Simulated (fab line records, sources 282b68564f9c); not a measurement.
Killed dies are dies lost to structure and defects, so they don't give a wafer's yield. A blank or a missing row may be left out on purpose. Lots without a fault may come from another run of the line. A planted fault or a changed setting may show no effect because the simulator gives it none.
Which tool did it? | flow rit_cmos | 7 lots, 21 wafers sampled, at 2 steps of a route of 202

WHAT THE GAUGES READ, wafer by wafer
RIT_ACTIVE_CD_MEAS_90: target cd 1400 nm.
lot  | measured    | on        | cd_nm (nm)
L338 | day 1 20:04 | cd_sem-02 | 1398.6 1400.7 1399.5
L342 | day 2 16:08 | cd_sem-01 | 1401.7 1402.2 1402.3
L346 | day 3 12:25 | cd_sem-02 | 1401.0 1403.6 1402.1
L348 | day 3 22:05 | cd_sem-01 | - - -
L354 | day 5 04:12 | cd_sem-01 | 1398.4 1400.8 1399.1
L356 | day 5 14:12 | cd_sem-01 | 1400.8 1399.4 1401.8
L358 | day 6 00:08 | cd_sem-01 | 1402.3 1403.2 1402.5

WHICH TOOL RAN EACH LOT (tool, then ch and the chambers of the sampled wafers, then the start)
lot  | RIT_ACTIVE_EXPOSE_08
L338 | iline_stepper-01 ch 0, day 1 19:05
L342 | iline_stepper-02 ch 0, day 2 15:10
L346 | iline_stepper-01 ch 0, day 3 11:26
L348 | iline_stepper-02, day 3 21:05
L354 | iline_stepper-02 ch 0, day 5 03:13
L356 | iline_stepper-01 ch 0, day 5 13:13
L358 | iline_stepper-01 ch 0, day 5 23:10
- RIT_ACTIVE_EXPOSE_08: exposes mask M1, target cd 1400 nm.

THE ANSWER, worked out from the rows above alone
Rule: what is usual is taken from the lots themselves. Put in order of their means at a reading, lots are off if they are a third of the lots or fewer, leave a main group of 4 or more, and stand apart from it by a gap of 3 or more times the standard deviation of the main group's means; of several such gaps the widest counts. A main group whose means are all the same, to the digits that the tables above print for the reading, isn't used. A lot without any number at a reading at which 4 lots or more have one is off too. The other lots that the step has rows for count as sound.
Off: L348, at RIT_ACTIVE_CD_MEAS_90 (cd_nm). Without a number there: L348. The main group: mean 1401.1 nm, standard deviation 1.3.
A tool fits if, at a process step before that reading, it ran every lot that is off, and no sound lot after the first of them. The gauges at RIT_ACTIVE_CD_MEAS_90 are tried like those tools. None of those tried fits.

WHAT THE SIMULATOR HAD PUT IN
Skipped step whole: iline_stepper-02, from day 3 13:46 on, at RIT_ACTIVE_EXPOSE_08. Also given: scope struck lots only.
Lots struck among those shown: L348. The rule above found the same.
